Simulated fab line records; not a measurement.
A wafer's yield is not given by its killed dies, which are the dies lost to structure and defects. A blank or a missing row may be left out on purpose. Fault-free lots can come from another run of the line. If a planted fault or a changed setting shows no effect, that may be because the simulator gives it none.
What tool caused it? / flow berkeley cmos170 / 14 lots, 42 wafers sampled, at 3 steps of a route of 331

## WHAT EACH GAUGE READ, for each wafer
UCB170_V2_BOW_MEAS_03. Usual: V2_BOW gives 36 um (standard deviation 7.7).
lot=L479; measured=day 7 21:05; on=film metro-01; V2_BOW (um)=38 32 37; flag=
lot=L482; measured=day 8 01:06; on=film metro-02; V2_BOW (um)=40 36 34; flag=
lot=L481; measured=day 8 01:30; on=film metro-04; V2_BOW (um)=49 52 40; flag=
lot=L484; measured=day 8 23:31; on=film metro-01; V2_BOW (um)=25 25 37; flag=
lot=L486; measured=day 9 18:05; on=film metro-02; V2_BOW (um)=36 37 30; flag=
lot=L491; measured=day 10 10:16; on=film metro-01; V2_BOW (um)=39 43 51; flag=
lot=L492; measured=day 10 13:24; on=film metro-04; V2_BOW (um)=29 34 32; flag=
lot=L494; measured=day 11 03:43; on=film metro-02; V2_BOW (um)=30 42 46; flag=
lot=L495; measured=day 11 04:14; on=film metro-02; V2_BOW (um)=43 30 41; flag=
lot=L496; measured=day 11 06:34; on=film metro-02; V2_BOW (um)=26 30 22; flag=
lot=L498; measured=day 12 02:49; on=film metro-02; V2_BOW (um)=28 34 48; flag=
lot=L499; measured=day 12 03:16; on=film metro-04; V2_BOW (um)=26 43 25; flag=
lot=L501; measured=day 12 06:26; on=film metro-02; V2_BOW (um)=46 44 32; flag=
lot=L500; measured=day 12 15:24; on=film metro-04; V2_BOW (um)=43 29 22; flag=

UCB170_V2_CD_MEAS_12: the cd target is 700 nm. Usual: cd nm at 699.5 nm, with a standard deviation of 1.3.
lot=L479; measured=day 7 22:41; on=cd sem-01; cd nm (nm)=697.4 697.1 698.8; flag=
lot=L482; measured=day 8 02:31; on=cd sem-02; cd nm (nm)=698.3 697.8 698.1; flag=
lot=L481; measured=day 8 02:51; on=cd sem-01; cd nm (nm)=700.3 699.4 699.1; flag=
lot=L484; measured=day 9 01:48; on=cd sem-02; cd nm (nm)=701.7 701.7 700.1; flag=
lot=L486; measured=day 9 19:31; on=cd sem-01; cd nm (nm)=699.3 699.8 699.1; flag=
lot=L491; measured=day 10 11:49; on=cd sem-01; cd nm (nm)=699.2 698.4 698.9; flag=
lot=L492; measured=day 10 15:35; on=cd sem-02; cd nm (nm)=699.0 699.3 699.9; flag=
lot=L494; measured=day 11 06:43; on=cd sem-01; cd nm (nm)=699.2 699.3 699.6; flag=
lot=L495; measured=day 11 07:03; on=cd sem-01; cd nm (nm)=697.9 699.8 700.2; flag=
lot=L496; measured=day 11 08:10; on=cd sem-02; cd nm (nm)=702.5 700.4 700.9; flag=
lot=L498; measured=day 12 04:14; on=cd sem-02; cd nm (nm)=698.4 698.5 699.5; flag=
lot=L499; measured=day 12 04:46; on=cd sem-02; cd nm (nm)=697.2 697.1 698.3; flag=
lot=L501; measured=day 12 08:34; on=cd sem-02; cd nm (nm)=697.8 697.7 697.5; flag=
lot=L500; measured=day 12 16:40; on=cd sem-02; cd nm (nm)=699.3 700.6 699.2; flag=

## WHICH TOOL RAN EACH LOT (tool, then ch and the chambers of the sampled wafers, then the start)
lot=L479; UCB170_M2_STRIP_19=plasma asher-01 ch 0,1, day 7 20:21
lot=L482; UCB170_M2_STRIP_19=plasma asher-04 ch 0,1, day 8 00:22
lot=L481; UCB170_M2_STRIP_19=plasma asher-02 ch 0,1, day 8 00:46
lot=L484; UCB170_M2_STRIP_19=plasma asher-02 ch 0,1, day 8 22:47
lot=L486; UCB170_M2_STRIP_19=plasma asher-04 ch 0,1, day 9 17:18
lot=L491; UCB170_M2_STRIP_19=plasma asher-04 ch 0,1, day 10 09:29
lot=L492; UCB170_M2_STRIP_19=plasma asher-01 ch 0,1, day 10 12:38
lot=L494; UCB170_M2_STRIP_19=plasma asher-04 ch 0,1, day 11 02:59
lot=L495; UCB170_M2_STRIP_19=plasma asher-02 ch 0,1, day 11 03:28
lot=L496; UCB170_M2_STRIP_19=plasma asher-04 ch 0,1, day 11 05:49
lot=L498; UCB170_M2_STRIP_19=plasma asher-01 ch 0,1, day 12 02:05
lot=L499; UCB170_M2_STRIP_19=plasma asher-04 ch 0,1, day 12 02:31
lot=L501; UCB170_M2_STRIP_19=plasma asher-02 ch 0,1, day 12 05:43
lot=L500; UCB170_M2_STRIP_19=plasma asher-01 ch 0,1, day 12 14:34
- UCB170_M2_STRIP_19: strips in O2.

## AS READ BY THE TOOLS THEMSELVES (means over the sampled wafers that have a number; for cases with no such wafer, the mark the record gives instead)
UCB170_M2_STRIP_19. Usual: drypump motor current A 5.9 A, standard deviation 0.43; o2 flow sccm 400.0 sccm, standard deviation 1.3; oes product au 0.535 a.u., standard deviation 0.017.
lot=L479; tool=plasma asher-01; drypump motor current A (A)=6.2; o2 flow sccm (sccm)=399.3; oes product au (a.u.)=0.538; flag=
lot=L482; tool=plasma asher-04; drypump motor current A (A)=5.7; o2 flow sccm (sccm)=398.8; oes product au (a.u.)=0.542; flag=
lot=L481; tool=plasma asher-02; drypump motor current A (A)=5.7; o2 flow sccm (sccm)=400.0; oes product au (a.u.)=0.527; flag=
lot=L484; tool=plasma asher-02; drypump motor current A (A)=5.7; o2 flow sccm (sccm)=400.0; oes product au (a.u.)=0.555; flag=
lot=L486; tool=plasma asher-04; drypump motor current A (A)=6.0; o2 flow sccm (sccm)=398.4; oes product au (a.u.)=0.526; flag=
lot=L491; tool=plasma asher-04; drypump motor current A (A)=6.1; o2 flow sccm (sccm)=399.5; oes product au (a.u.)=0.517; flag=
lot=L492; tool=plasma asher-01; drypump motor current A (A)=6.2; o2 flow sccm (sccm)=400.5; oes product au (a.u.)=0.549; flag=
lot=L494; tool=plasma asher-04; drypump motor current A (A)=5.7; o2 flow sccm (sccm)=401.1; oes product au (a.u.)=0.532; flag=
lot=L495; tool=plasma asher-02; drypump motor current A (A)=5.7; o2 flow sccm (sccm)=400.4; oes product au (a.u.)=0.533; flag=
lot=L496; tool=plasma asher-04; drypump motor current A (A)=5.7; o2 flow sccm (sccm)=399.5; oes product au (a.u.)=0.548; flag=
lot=L498; tool=plasma asher-01; drypump motor current A (A)=6.2; o2 flow sccm (sccm)=399.6; oes product au (a.u.)=0.540; flag=
lot=L499; tool=plasma asher-04; drypump motor current A (A)=6.0; o2 flow sccm (sccm)=399.5; oes product au (a.u.)=0.537; flag=
lot=L501; tool=plasma asher-02; drypump motor current A (A)=5.5; o2 flow sccm (sccm)=399.5; oes product au (a.u.)=0.529; flag=
lot=L500; tool=plasma asher-01; drypump motor current A (A)=6.2; o2 flow sccm (sccm)=401.1; oes product au (a.u.)=0.515; flag=

## THE ANSWER, worked out from the rows above alone
Rule: a lot is off if the mean of its wafers that have a number lies more than 3 standard deviations from the usual mean. Also off: a lot with no number at a reading for which 4 or more lots have one. The other lots that the step has rows for count as sound. First the gauges in route order, then the tools' own readings, where a lot's mean is used as printed above. The first step at which some lot is off is used, and at that step the reading that is off furthest; a lot without a number counts as furthest.
No lot is off at any reading shown: from this, nothing can be told.

## WHAT HAD BEEN PUT IN BY THE SIMULATOR
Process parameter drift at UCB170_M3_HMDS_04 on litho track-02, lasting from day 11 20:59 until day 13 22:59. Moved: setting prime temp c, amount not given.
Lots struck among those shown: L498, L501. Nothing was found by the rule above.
